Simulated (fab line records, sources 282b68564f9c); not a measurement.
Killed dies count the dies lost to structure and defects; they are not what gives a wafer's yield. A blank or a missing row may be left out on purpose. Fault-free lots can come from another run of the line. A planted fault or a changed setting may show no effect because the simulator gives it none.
Split-lot study / flow rit_cmos / on a route of 202 steps: 5 lots, 23 wafers read

== THE SPLIT ==
At RIT_ACTIVE_COAT_06 (resist thk 1000 nm), the setting resist_thk_nm was moved away from the recipe's 1000 nm on 9 of the 23 wafers read, by -5.3% to -4.6%. This setting was run at the recipe's value on the other wafers.

Reading taken at the split's own step.

== THE READING ==
NOVOLAK_of_ACTIVE_COAT_06.thk_nm (the simulator's own value, which no gauge read), in nm, at RIT_ACTIVE_COAT_06 (resist thk 1000 nm). There is no usual value for it anywhere in the file. The 14 wafers here that ran the recipe average 1001.8 nm, standard deviation 2.5 nm.

wafer=L078.1; tool, chamber at the split=litho_track-01, 0; resist_thk_nm as run, nm=1000; against the recipe=recipe; NOVOLAK_of_ACTIVE_COAT_06.thk_nm, nm=1000; against lot-mates on the recipe=-
wafer=L078.2; tool, chamber at the split=litho_track-01, 0; resist_thk_nm as run, nm=953.7; against the recipe=-4.6%; NOVOLAK_of_ACTIVE_COAT_06.thk_nm, nm=956; against lot-mates on the recipe=-44.5
wafer=L078.3; tool, chamber at the split=litho_track-01, 0; resist_thk_nm as run, nm=953.7; against the recipe=-4.6%; NOVOLAK_of_ACTIVE_COAT_06.thk_nm, nm=955.5; against lot-mates on the recipe=-45.0
wafer=L078.5; tool, chamber at the split=litho_track-01, 0; resist_thk_nm as run, nm=1000; against the recipe=recipe; NOVOLAK_of_ACTIVE_COAT_06.thk_nm, nm=1001; against lot-mates on the recipe=-
wafer=L078.6; tool, chamber at the split=litho_track-01, 0; resist_thk_nm as run, nm=953.7; against the recipe=-4.6%; NOVOLAK_of_ACTIVE_COAT_06.thk_nm, nm=952.4; against lot-mates on the recipe=-48.1
wafer=L080.1; tool, chamber at the split=litho_track-01, 0; resist_thk_nm as run, nm=1000; against the recipe=recipe; NOVOLAK_of_ACTIVE_COAT_06.thk_nm, nm=1007; against lot-mates on the recipe=-
wafer=L080.5; tool, chamber at the split=litho_track-01, 0; resist_thk_nm as run, nm=1000; against the recipe=recipe; NOVOLAK_of_ACTIVE_COAT_06.thk_nm, nm=1005; against lot-mates on the recipe=-
wafer=L080.6; tool, chamber at the split=litho_track-01, 0; resist_thk_nm as run, nm=1000; against the recipe=recipe; NOVOLAK_of_ACTIVE_COAT_06.thk_nm, nm=1006; against lot-mates on the recipe=-
wafer=L081.1; tool, chamber at the split=litho_track-04, 0; resist_thk_nm as run, nm=1000; against the recipe=recipe; NOVOLAK_of_ACTIVE_COAT_06.thk_nm, nm=1003; against lot-mates on the recipe=-
wafer=L081.2; tool, chamber at the split=litho_track-04, 0; resist_thk_nm as run, nm=1000; against the recipe=recipe; NOVOLAK_of_ACTIVE_COAT_06.thk_nm, nm=999.9; against lot-mates on the recipe=-
wafer=L081.4; tool, chamber at the split=litho_track-04, 0; resist_thk_nm as run, nm=1000; against the recipe=recipe; NOVOLAK_of_ACTIVE_COAT_06.thk_nm, nm=1002; against lot-mates on the recipe=-
wafer=L081.5; tool, chamber at the split=litho_track-04, 0; resist_thk_nm as run, nm=1000; against the recipe=recipe; NOVOLAK_of_ACTIVE_COAT_06.thk_nm, nm=999.5; against lot-mates on the recipe=-
wafer=L081.6; tool, chamber at the split=litho_track-04, 0; resist_thk_nm as run, nm=1000; against the recipe=recipe; NOVOLAK_of_ACTIVE_COAT_06.thk_nm, nm=1001; against lot-mates on the recipe=-
wafer=L084.1; tool, chamber at the split=litho_track-03, 0; resist_thk_nm as run, nm=951.5; against the recipe=-4.8%; NOVOLAK_of_ACTIVE_COAT_06.thk_nm, nm=950.3; against lot-mates on the recipe=-48.5
wafer=L084.2; tool, chamber at the split=litho_track-03, 0; resist_thk_nm as run, nm=1000; against the recipe=recipe; NOVOLAK_of_ACTIVE_COAT_06.thk_nm, nm=999.5; against lot-mates on the recipe=-
wafer=L084.3; tool, chamber at the split=litho_track-03, 0; resist_thk_nm as run, nm=951.5; against the recipe=-4.8%; NOVOLAK_of_ACTIVE_COAT_06.thk_nm, nm=950; against lot-mates on the recipe=-48.8
wafer=L084.4; tool, chamber at the split=litho_track-03, 0; resist_thk_nm as run, nm=1000; against the recipe=recipe; NOVOLAK_of_ACTIVE_COAT_06.thk_nm, nm=998; against lot-mates on the recipe=-
wafer=L084.5; tool, chamber at the split=litho_track-03, 0; resist_thk_nm as run, nm=951.5; against the recipe=-4.8%; NOVOLAK_of_ACTIVE_COAT_06.thk_nm, nm=948.7; against lot-mates on the recipe=-50.0
wafer=L085.1; tool, chamber at the split=litho_track-04, 0; resist_thk_nm as run, nm=1000; against the recipe=recipe; NOVOLAK_of_ACTIVE_COAT_06.thk_nm, nm=1001; against lot-mates on the recipe=-
wafer=L085.2; tool, chamber at the split=litho_track-04, 0; resist_thk_nm as run, nm=947.3; against the recipe=-5.3%; NOVOLAK_of_ACTIVE_COAT_06.thk_nm, nm=949; against lot-mates on the recipe=-52.5
wafer=L085.4; tool, chamber at the split=litho_track-04, 0; resist_thk_nm as run, nm=947.3; against the recipe=-5.3%; NOVOLAK_of_ACTIVE_COAT_06.thk_nm, nm=952.2; against lot-mates on the recipe=-49.3
wafer=L085.5; tool, chamber at the split=litho_track-04, 0; resist_thk_nm as run, nm=947.3; against the recipe=-5.3%; NOVOLAK_of_ACTIVE_COAT_06.thk_nm, nm=948.4; against lot-mates on the recipe=-53.1
wafer=L085.6; tool, chamber at the split=litho_track-04, 0; resist_thk_nm as run, nm=1000; against the recipe=recipe; NOVOLAK_of_ACTIVE_COAT_06.thk_nm, nm=1002; against lot-mates on the recipe=-

THE FIT
A straight line over all 23 wafers: NOVOLAK_of_ACTIVE_COAT_06.thk_nm changes by +10.2 nm for each +1% of resist_thk_nm; r = +1.00; the points scatter about the line by 2.6 nm.
The same after taking each lot's own level away (the mean of its wafers on the recipe; 23 wafers): +9.93 nm for each +1%; r = +1.00; scatter 1.3 nm.
Per that fit: largest resist_thk_nm move, reading shift of 52 nm.
From 998.75 to 1006.00 nm: that is the span of the lots' own levels, equal to 2.9 times the standard deviation above.
Consequently the slope shifts little with the lot-to-lot level, the two slopes agreeing.
Check: with one of the wafers moved furthest among these (-5.3%) left out of the fit, the line predicts -52.3 nm for it against its lot-mates. It came out at -52.5 nm against them.

== FILE'S OWN FIT ==
NOVOLAK_of_ACTIVE_COAT_06.thk_nm changes by +9.91 nm for each +1% of resist_thk_nm, r = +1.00.
